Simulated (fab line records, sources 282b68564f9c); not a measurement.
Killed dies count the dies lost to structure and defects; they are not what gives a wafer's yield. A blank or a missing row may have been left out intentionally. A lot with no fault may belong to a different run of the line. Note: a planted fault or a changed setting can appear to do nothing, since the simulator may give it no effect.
fab line records | flow ritCmos
record lots=5 | wafers=15 | lastDay=7
route steps=202 shown GATE@81 REOX@98
lots untouched by any fault: they come from a run of this same line in which no faults occurred
startH: hours from the record's first day to the start of the lot's first wafer shown | waitH: hours from the lot's prior step to this one | " identical to the entry in the row above | L1.1+2: a row that stands for several wafers | - either no value or no given start | * or withheld: withheld | < > ~ a bound
route shown NAME@n: names a module that has steps shown in the file, with the first one's number in the route | usual: average and standard deviation across the fault-free wafers | same: alike in all rows | chamber/n: place in a boat | sites: readings site by site | _std_site: the values' standard deviation | _edge_site: inner sites' mean taken away from outer sites' mean | radiusMm: for every site, how far away it sits from the centre of the wafer | mask NAME#n: copy n | behind: tool/chamber where the wafer was last shaped | hold: what put the lot on hold/how long, in hours/how the hold closed | device: which transistor (n, p or np) failed to switch | end of line: the same wafers' tests at the end of the route | a step given without rows: its recipe and nothing more | killed: dies lost to structure and defects at the first sort, not the wafer's yield | map: per-die view of a wafer (x killed, . not killed, _ where there is no die)
set.NAME: setting as actually run; set.NAME@STEP: the setting as run at that earlier step | model.NAME: the simulator's own value behind a step, which no gauge read
a table for each step, a row for each wafer; lots at some steps of the route
services: when a tool's chamber went out of use (startH, in hours from the record's first day, below 0 if earlier), for how many hours, and the reason
## steps
# step RIT_GATE_OXIDATION_05
# recipe tempC=900 | ambient=O2 | targetThkA=30 | oxTimeS=270
# usual zonePowerCentrePct=45/5.9
lot.wafer | tool       | chamber | startH | waitH | zonePowerCentrePct
L078.2    | furnace-01 | 0       | 52.05  | 0.2   | 51
L078.4    | "          | 0       | "      | "     | 51
L078.5    | "          | 0       | "      | "     | 51
L083.1    | furnace-04 | 0       | 77.39  | 0.1   | 42
L083.2    | "          | 0       | "      | "     | 42
L083.6    | "          | 0       | "      | "     | 42
L086.2    | furnace-01 | 0       | 93.37  | 1.5   | 51
L086.4    | "          | 0       | "      | "     | 51
L086.5    | "          | 0       | "      | "     | 50
L091.3    | furnace-01 | 0       | 117.57 | 0.0   | 51
L091.4    | "          | 0       | "      | "     | 50
L091.6    | "          | 0       | "      | "     | 51
L097.1    | furnace-01 | 0       | 149.23 | 2.4   | 51
L097.4    | "          | 0       | "      | "     | 51
L097.6    | "          | 0       | "      | "     | 51
# step RIT_GATE_ANNEAL_06
# recipe tempC=900 | timeS=600 | ambient=N2O
# usual zonePowerCentrePct=44/5.5
lot.wafer | tool       | chamber | startH | waitH | zonePowerCentrePct
L078.2    | furnace-04 | 0       | 53.13  | 0.0   | 41
L078.4    | "          | 0       | "      | "     | 42
L078.5    | "          | 0       | "      | "     | 41
L083.1    | furnace-03 | 0       | 78.47  | 0.0   | 38
L083.2    | "          | 0       | "      | "     | 38
L083.6    | "          | 0       | "      | "     | 38
L086.2    | furnace-01 | 0       | 95.76  | 1.3   | 51
L086.4    | "          | 0       | "      | "     | 50
L086.5    | "          | 0       | "      | "     | 51
L091.3    | furnace-01 | 0       | 118.65 | 0.0   | 50
L091.4    | "          | 0       | "      | "     | 51
L091.6    | "          | 0       | "      | "     | 51
L097.1    | furnace-04 | 0       | 150.94 | 0.6   | 41
L097.4    | "          | 0       | "      | "     | 41
L097.6    | "          | 0       | "      | "     | 42
# step RIT_GATE_THK_MEAS_07
# recipe reads=SiO2_of_GATE_OXIDATION_05
# usual GATE_OXIDE_THK=3.00/0.068
lot.wafer | tool         | chamber | startH | waitH | GATE_OXIDE_THK[nm]
L078.2    | filmMetro-02 | -       | 53.39  | 0.0   | 3.05
L078.4    | "            | -       | "      | "     | 3.04
L078.5    | "            | -       | "      | "     | 3.02
L083.1    | filmMetro-02 | -       | 78.72  | 0.0   | 2.94
L083.2    | "            | -       | "      | "     | 2.97
L083.6    | "            | -       | "      | "     | 2.87
L086.2    | filmMetro-02 | -       | 96.02  | 0.0   | 3.02
L086.4    | "            | -       | "      | "     | 2.97
L086.5    | "            | -       | "      | "     | 3.04
L091.3    | filmMetro-02 | -       | 118.92 | 0.0   | 3.10
L091.4    | "            | -       | "      | "     | 3.08
L091.6    | "            | -       | "      | "     | 3.10
L097.1    | filmMetro-02 | -       | 151.19 | 0.0   | 3.01
L097.4    | "            | -       | "      | "     | 3.01
L097.6    | "            | -       | "      | "     | 3.04
# step RIT_GATE_CVD_08
# recipe material=poly-Si | targetThkNm=250 | tempC=610 | precursor=SiH4 | timeS=2220 | pressureMtorr=300 | sih4FlowSccm=100
# usual susceptorTempC=609.94/0.27 | zonePowerCentrePct=26.8/2.2
lot.wafer | tool     | chamber | startH | waitH | susceptorTempC | zonePowerCentrePct
L078.2    | lpcvd-02 | 1       | 53.44  | 0.0   | 609.64         | 25.6
L078.4    | "        | 1       | "      | "     | 610.22         | 25.7
L078.5    | "        | 1       | "      | "     | 610.40         | 25.7
L083.1    | lpcvd-02 | 1       | 78.78  | 0.1   | 610.01         | 26.1
L083.2    | "        | 1       | "      | "     | 609.62         | 25.9
L083.6    | "        | 1       | "      | "     | 610.06         | 25.4
L086.2    | lpcvd-02 | 1       | 96.07  | 0.0   | 609.25         | 25.7
L086.4    | "        | 1       | "      | "     | 609.85         | 25.3
L086.5    | "        | 1       | "      | "     | 609.86         | 25.9
L091.3    | lpcvd-02 | 0       | 118.96 | 0.0   | 610.09         | 24.1
L091.4    | "        | 0       | "      | "     | 609.54         | 23.6
L091.6    | "        | 0       | "      | "     | 609.91         | 24.0
L097.1    | lpcvd-02 | 1       | 151.25 | 0.1   | 609.54         | 25.7
L097.4    | "        | 1       | "      | "     | 609.75         | 25.3
L097.6    | "        | 1       | "      | "     | 609.64         | 25.3
# step RIT_GATE_THK_MEAS_09
# recipe reads=poly-Si_of_GATE_CVD_08
# usual GATE_POLY_THK=248.0/2.2
lot.wafer | tool         | chamber | startH | waitH | GATE_POLY_THK[nm]
L078.2    | filmMetro-02 | -       | 55.06  | 0.0   | 249.2
L078.4    | "            | -       | "      | "     | 249.8
L078.5    | "            | -       | "      | "     | 248.9
L083.1    | filmMetro-02 | -       | 80.40  | 0.0   | 245.1
L083.2    | "            | -       | "      | "     | 248.2
L083.6    | "            | -       | "      | "     | 246.3
L086.2    | filmMetro-04 | -       | 97.69  | 0.0   | 250.1
L086.4    | "            | -       | "      | "     | 248.4
L086.5    | "            | -       | "      | "     | 249.6
L091.3    | filmMetro-03 | -       | 120.59 | 0.0   | 245.8
L091.4    | "            | -       | "      | "     | 247.6
L091.6    | "            | -       | "      | "     | 246.1
L097.1    | filmMetro-03 | -       | 152.87 | 0.0   | 247.2
L097.4    | "            | -       | "      | "     | 250.2
L097.6    | "            | -       | "      | "     | 247.8
# step RIT_GATE_HMDS_10
# recipe primeTimeS=60 | primeTempC=140
# usual primeTempC=140.02/0.15
lot.wafer | tool          | chamber | startH | waitH | primeTempC
L078.2    | lithoTrack-02 | 0       | 55.14  | 0.1   | 140.04
L078.4    | "             | 0       | "      | "     | 140.05
L078.5    | "             | 0       | "      | "     | 140.12
L083.1    | lithoTrack-01 | 0       | 80.46  | 0.1   | 139.95
L083.2    | "             | 0       | "      | "     | 140.02
L083.6    | "             | 0       | "      | "     | 139.94
L086.2    | lithoTrack-03 | 0       | 97.77  | 0.1   | 140.16
L086.4    | "             | 0       | "      | "     | 140.10
L086.5    | "             | 0       | "      | "     | 139.89
L091.3    | lithoTrack-03 | 0       | 120.68 | 0.1   | 140.01
L091.4    | "             | 0       | "      | "     | 139.98
L091.6    | "             | 0       | "      | "     | 140.01
L097.1    | lithoTrack-03 | 0       | 152.93 | 0.1   | 140.07
L097.4    | "             | 0       | "      | "     | 140.13
L097.6    | "             | 0       | "      | "     | 139.99
# step RIT_GATE_COAT_11
# recipe resist=NOVOLAK | spinRpm=4250 | resistThkNm=850
lot.wafer  | tool          | chamber | startH | waitH
L078.2+4+5 | lithoTrack-02 | 0       | 55.29  | 0.1
L083.1+2+6 | lithoTrack-01 | 0       | 80.61  | 0.1
L086.2+4+5 | lithoTrack-03 | 0       | 97.92  | 0.1
L091.3+4+6 | lithoTrack-03 | 0       | 120.83 | 0.1
L097.1+4+6 | lithoTrack-03 | 0       | 153.08 | 0.1
# step RIT_GATE_SOFTBAKE_12
# recipe resist=NOVOLAK | tempC=90 | timeS=60
# usual plateTempC=90.00/0.14
lot.wafer | tool          | chamber | startH | waitH | plateTempC
L078.2    | lithoTrack-02 | 0       | 55.44  | 0.1   | 90.10
L078.4    | "             | 0       | "      | "     | 90.06
L078.5    | "             | 0       | "      | "     | 89.96
L083.1    | lithoTrack-01 | 0       | 80.76  | 0.1   | 90.21
L083.2    | "             | 0       | "      | "     | 90.31
L083.6    | "             | 0       | "      | "     | 90.09
L086.2    | lithoTrack-03 | 0       | 98.07  | 0.1   | 89.79
L086.4    | "             | 0       | "      | "     | 90.26
L086.5    | "             | 0       | "      | "     | 90.24
L091.3    | lithoTrack-03 | 0       | 120.98 | 0.1   | 89.87
L091.4    | "             | 0       | "      | "     | 89.82
L091.6    | "             | 0       | "      | "     | 89.97
L097.1    | lithoTrack-03 | 0       | 153.23 | 0.1   | 89.96
L097.4    | "             | 0       | "      | "     | 90.02
L097.6    | "             | 0       | "      | "     | 90.09
# step RIT_GATE_EXPOSE_13
# recipe maskId=M6 | na=0.6 | sourceShape=conventional | sigmaOuter=0.6 | targetCdNm=150 | doseMj=380
# same na=0.6
lot.wafer  | tool            | chamber | startH | waitH | mask
L078.2+4+5 | ilineStepper-02 | 0       | 55.58  | 0.1   | M6#0
L083.1+2+6 | ilineStepper-01 | 0       | 80.91  | 0.1   | M6#0
L086.2+4+5 | ilineStepper-02 | 0       | 98.21  | 0.1   | M6#0
L091.3+4+6 | ilineStepper-02 | 0       | 121.12 | 0.1   | M6#0
L097.1+4+6 | ilineStepper-01 | 0       | 153.50 | 0.2   | M6#0
# step RIT_GATE_PEB_14
# recipe resist=NOVOLAK | tempC=withheld | timeS=withheld
lot.wafer  | tool          | chamber | startH | waitH
L078.2+4+5 | lithoTrack-01 | 0       | 55.71  | 0.1
L083.1+2+6 | lithoTrack-03 | 0       | 81.03  | 0.1
L086.2+4+5 | lithoTrack-03 | 0       | 98.33  | 0.1
L091.3+4+6 | lithoTrack-02 | 0       | 121.25 | 0.1
L097.1+4+6 | lithoTrack-02 | 0       | 153.62 | 0.1
# step RIT_GATE_DEVELOP_15
# recipe resist=NOVOLAK | developTimeS=50 | devTempC=23
lot.wafer  | tool          | chamber | startH | waitH
L078.2+4+5 | lithoTrack-01 | 0       | -      | -
L083.1+2+6 | lithoTrack-03 | 0       | -      | -
L086.2+4+5 | lithoTrack-03 | 0       | -      | -
L091.3+4+6 | lithoTrack-02 | 0       | -      | -
L097.1+4+6 | lithoTrack-02 | 0       | -      | -
# step RIT_GATE_CD_MEAS_16
# recipe targetCdNm=150
# usual cdNm=149.9/2.8
lot.wafer | tool     | chamber | startH | waitH | cdNm
L078.2    | cdSem-01 | -       | 55.98  | -     | 148.1
L078.4    | "        | -       | "      | "     | 150.0
L078.5    | "        | -       | "      | "     | 147.9
L083.1    | cdSem-01 | -       | 81.31  | -     | 150.0
L083.2    | "        | -       | "      | "     | 151.1
L083.6    | "        | -       | "      | "     | 150.0
L086.2    | cdSem-02 | -       | 98.61  | -     | 150.7
L086.4    | "        | -       | "      | "     | 149.6
L086.5    | "        | -       | "      | "     | 150.5
L091.3    | cdSem-02 | -       | 121.52 | -     | 149.5
L091.4    | "        | -       | "      | "     | 150.0
L091.6    | "        | -       | "      | "     | 151.5
L097.1    | cdSem-02 | -       | 153.90 | -     | 150.5
L097.4    | "        | -       | "      | "     | 150.3
L097.6    | "        | -       | "      | "     | 149.9
# step RIT_GATE_OVL_MEAS_17
# usual GATE_OVL=0.1/1.3
lot.wafer | tool       | chamber | startH | waitH | GATE_OVL[nm]
L078.2    | overlay-01 | -       | 56.09  | 0.1   | 0.1
L078.4    | "          | -       | "      | "     | 0.9
L078.5    | "          | -       | "      | "     | 0.3
L083.1    | overlay-01 | -       | 81.43  | 0.1   | -1.4
L083.2    | "          | -       | "      | "     | -0.6
L083.6    | "          | -       | "      | "     | 1.4
L086.2    | overlay-01 | -       | 98.72  | 0.1   | -1.0
L086.4    | "          | -       | "      | "     | 0.7
L086.5    | "          | -       | "      | "     | 0.3
L091.3    | overlay-01 | -       | 121.62 | 0.1   | -0.1
L091.4    | "          | -       | "      | "     | 0.5
L091.6    | "          | -       | "      | "     | 0.8
L097.1    | overlay-01 | -       | 154.02 | 0.1   | 1.7
L097.4    | "          | -       | "      | "     | 4.2
L097.6    | "          | -       | "      | "     | 1.9
# step RIT_GATE_HARDBAKE_18
# recipe resist=NOVOLAK | tempC=140 | timeS=60
# usual plateTempC=140.04/0.15
lot.wafer | tool          | chamber | startH | waitH | plateTempC
L078.2    | lithoTrack-01 | 0       | 56.15  | 0.0   | 140.10
L078.4    | "             | 0       | "      | "     | 139.94
L078.5    | "             | 0       | "      | "     | 139.99
L083.1    | lithoTrack-02 | 0       | 81.47  | 0.0   | 139.94
L083.2    | "             | 0       | "      | "     | 139.83
L083.6    | "             | 0       | "      | "     | 139.91
L086.2    | lithoTrack-01 | 0       | 98.84  | 0.1   | 139.87
L086.4    | "             | 0       | "      | "     | 140.07
L086.5    | "             | 0       | "      | "     | 139.89
L091.3    | lithoTrack-01 | 0       | 121.69 | 0.1   | 140.28
L091.4    | "             | 0       | "      | "     | 140.02
L091.6    | "             | 0       | "      | "     | 139.80
L097.1    | lithoTrack-01 | 0       | 154.06 | 0.0   | 139.62
L097.4    | "             | 0       | "      | "     | 140.13
L097.6    | "             | 0       | "      | "     | 140.02
# step RIT_GATE_ETCH_19
# recipe chemistry=SF6/CHF3/O2 | timeS=165 | SF6_flow_sccm=30 | CHF3_flow_sccm=30 | O2_flow_sccm=5 | target=poly-Si | pressureMtorr=40 | rfW=160 | targetDepthA=3125 | overEtchFrac=0.25 | stopOn=SiO2
# usual drypumpMotorCurrentA=5.8/0.55 | heBacksideLeakSccm=2.6/0.33 | oesProductAu=0.846/0.016 | throttleValvePct=10.22/0.15
lot.wafer | tool     | chamber | startH | waitH | drypumpMotorCurrentA | heBacksideLeakSccm | oesProductAu | rfHoursCounterH | throttleValvePct
L078.2    | rieSi-01 | 0       | 56.27  | 0.1   | 5.9                  | 2.3                | 0.865        | 3               | 10.02
L078.4    | "        | 3       | "      | "     | 6.1                  | 2.6                | 0.877        | 151             | 10.37
L078.5    | "        | 0       | "      | "     | 6.0                  | 2.4                | 0.861        | -               | 10.02
L083.1    | rieSi-02 | 1       | 81.62  | 0.1   | 6.1                  | 2.6                | 0.832        | 142             | 10.41
L083.2    | "        | 0       | "      | "     | 4.8                  | 2.5                | 0.851        | 81              | 10.19
L083.6    | "        | 1       | "      | "     | 6.1                  | 2.6                | 0.828        | -               | 10.42
L086.2    | rieSi-01 | 1       | 98.97  | 0.1   | 5.5                  | 3.0                | 0.859        | 49              | 10.18
L086.4    | "        | 0       | "      | "     | 6.0                  | 2.3                | 0.856        | 4               | 10.02
L086.5    | "        | 3       | "      | "     | 6.1                  | 2.7                | 0.875        | -               | 10.37
L091.3    | rieSi-02 | 1       | 121.79 | 0.1   | 6.1                  | 2.7                | 0.830        | 142             | 10.39
L091.4    | "        | 3       | "      | "     | 6.6                  | 2.4                | 0.830        | 35              | 10.09
L091.6    | "        | 1       | "      | "     | 6.1                  | 2.6                | 0.834        | -               | 10.41
L097.1    | rieSi-02 | 3       | 154.21 | 0.1   | 6.6                  | 2.5                | 0.829        | 35              | 10.08
L097.4    | "        | 3       | "      | "     | 6.6                  | 2.5                | 0.831        | -               | 10.09
L097.6    | "        | 2       | "      | "     | 5.2                  | 2.4                | 0.829        | -               | 10.41
# step RIT_GATE_STRIP_20
# recipe chemistry=O2 | timeS=180 | resist=NOVOLAK | platenTempC=withheld | powerW=500 | pressureMtorr=4000 | o2FlowSccm=4000
# usual drypumpMotorCurrentA=5.6/0.51
lot.wafer | tool           | chamber | startH | waitH | drypumpMotorCurrentA | rfHoursCounterH
L078.2    | plasmaAsher-03 | 1       | 56.38  | 0.1   | 5.9                  | 39
L078.4    | "              | 0       | "      | "     | 4.9                  | -
L078.5    | "              | 1       | "      | "     | 5.9                  | -
L083.1    | plasmaAsher-03 | 0       | 81.73  | 0.1   | 4.9                  | 41
L083.2    | "              | 1       | "      | "     | 5.9                  | 41
L083.6    | "              | 0       | "      | "     | 4.9                  | -
L086.2    | plasmaAsher-02 | 0       | 99.08  | 0.1   | 5.4                  | 46
L086.4    | "              | 0       | "      | "     | 5.4                  | -
L086.5    | "              | 1       | "      | "     | 5.5                  | -
L091.3    | plasmaAsher-03 | 1       | 121.96 | 0.1   | 5.9                  | -
L091.4    | "              | 0       | "      | "     | 4.9                  | -
L091.6    | "              | 0       | "      | "     | 4.9                  | -
L097.1    | plasmaAsher-04 | 1       | 154.32 | 0.1   | 6.3                  | 54
L097.4    | "              | 0       | "      | "     | 6.3                  | -
L097.6    | "              | 0       | "      | "     | 6.3                  | -
# step RIT_GATE_CD_MEAS_90
# recipe targetCdNm=150
# usual cdNm=149.9/2.8
lot.wafer | tool     | chamber | startH | waitH | cdNm
L078.2    | cdSem-02 | -       | 56.57  | 0.1   | 148.0
L078.4    | "        | -       | "      | "     | 149.9
L078.5    | "        | -       | "      | "     | 148.3
L083.1    | cdSem-01 | -       | 81.90  | 0.1   | 149.7
L083.2    | "        | -       | "      | "     | 151.3
L083.6    | "        | -       | "      | "     | 149.6
L086.2    | cdSem-01 | -       | 99.27  | 0.1   | 151.3
L086.4    | "        | -       | "      | "     | 150.3
L086.5    | "        | -       | "      | "     | 150.6
L091.3    | cdSem-02 | -       | 122.11 | 0.1   | 149.9
L091.4    | "        | -       | "      | "     | 149.9
L091.6    | "        | -       | "      | "     | 151.2
L097.1    | cdSem-02 | -       | 154.49 | 0.1   | 150.6
L097.4    | "        | -       | "      | "     | 150.4
L097.6    | "        | -       | "      | "     | 150.1
# step RIT_REOX_CLEAN_00
# recipe chemistry=SC1 | mix=3:3:50 | timeS=600 | tempC=75
lot.wafer  | tool        | chamber | startH | waitH
L078.2+4+5 | wetBench-01 | 1       | 56.67  | 0.1
L083.1+2+6 | wetBench-03 | 2       | 82.02  | 0.1
L086.2+4+5 | wetBench-01 | 3       | 99.37  | 0.1
L091.3+4+6 | wetBench-02 | 3       | 122.19 | 0.1
L097.1+4+6 | wetBench-01 | 2       | 154.61 | 0.1
# step RIT_REOX_CLEAN_01
# recipe chemistry=dHF | dilution=50:1 | timeS=30
lot.wafer  | tool        | chamber | startH | waitH
L078.2+4+5 | wetBench-03 | 3       | 56.87  | 0.0
L083.1+2+6 | wetBench-01 | 2       | 82.20  | 0.0
L086.2+4+5 | wetBench-02 | 1       | 99.55  | 0.0
L091.3+4+6 | wetBench-01 | 0       | 122.37 | 0.0
L097.1+4+6 | wetBench-02 | 3       | 154.79 | 0.0
# step RIT_REOX_CLEAN_02
# recipe chemistry=SC2 | mix=3:3:50 | timeS=600 | tempC=75 | dry=n2Spin
lot.wafer  | tool        | chamber | startH | waitH
L078.2+4+5 | wetBench-02 | 0       | 56.88  | 0.0
L083.1+2+6 | wetBench-02 | 1       | 82.21  | 0.0
L086.2+4+5 | wetBench-03 | 2       | 99.56  | 0.0
L091.3+4+6 | wetBench-02 | 0       | 122.39 | 0.0
L097.1+4+6 | wetBench-03 | 3       | 154.80 | 0.0
# step RIT_REOX_OXIDATION_03
# recipe tempC=900 | ambient=O2 | targetThkA=252 | oxTimeS=5580
# usual zonePowerCentrePct=41/4.1
lot.wafer | tool       | chamber | startH | waitH | zonePowerCentrePct
L078.2    | furnace-03 | 0       | 57.06  | 0.0   | 37
L078.4    | "          | 0       | "      | "     | 38
L078.5    | "          | 0       | "      | "     | 38
L083.1    | furnace-03 | 0       | 82.48  | 0.1   | 37
L083.2    | "          | 0       | "      | "     | 38
L083.6    | "          | 0       | "      | "     | 38
L086.2    | furnace-03 | 0       | 99.74  | 0.0   | 38
L086.4    | "          | 0       | "      | "     | 38
L086.5    | "          | 0       | "      | "     | 37
L091.3    | furnace-03 | 0       | 122.56 | 0.0   | 38
L091.4    | "          | 0       | "      | "     | 38
L091.6    | "          | 0       | "      | "     | 38
L097.1    | furnace-03 | 0       | 154.98 | 0.0   | 38
L097.4    | "          | 0       | "      | "     | 38
L097.6    | "          | 0       | "      | "     | 38
## services
tool            | chamber | startH | hours | kind
furnace-01      | -       | 40.59  | 3.2   | pm
ilineStepper-01 | -       | 46.49  | 21.0  | repair
ilineStepper-02 | -       | 67.48  | 2.1   | pm
ilineStepper-02 | -       | 69.57  | -     | consumableReplace:lamp
ilineStepper-01 | -       | 85.88  | 1.7   | pm
furnace-04      | -       | 90.00  | 9.9   | pm
rieSi-01        | 3       | 91.95  | 5.7   | repair
furnace-03      | -       | 95.16  | 4.2   | pm
rieSi-01        | 3       | 106.80 | -     | clean
rieSi-01        | 3       | 106.80 | 28.7  | scheduledDown
rieSi-01        | 3       | 106.80 | 28.7  | ventCycle
furnace-01      | -       | 108.52 | 3.1   | pm
plasmaAsher-02  | -       | 108.75 | 9.0   | pm
plasmaAsher-02  | 0       | 108.75 | 9.0   | ventCycle
rieSi-01        | 1       | 116.99 | 3.6   | repair
ilineStepper-01 | -       | 117.26 | 2.1   | pm
ilineStepper-01 | -       | 119.34 | -     | consumableReplace:lamp
ilineStepper-02 | -       | 119.34 | 1.7   | pm
plasmaAsher-04  | -       | 125.04 | 2.2   | repair
furnace-01      | -       | 130.79 | 16.5  | repair
furnace-03      | -       | 144.68 | 3.5   | pm
rieSi-02        | 1       | 149.10 | -     | clean
rieSi-02        | 1       | 149.10 | 19.1  | scheduledDown
rieSi-02        | 1       | 149.10 | 19.1  | ventCycle
## key
fault none
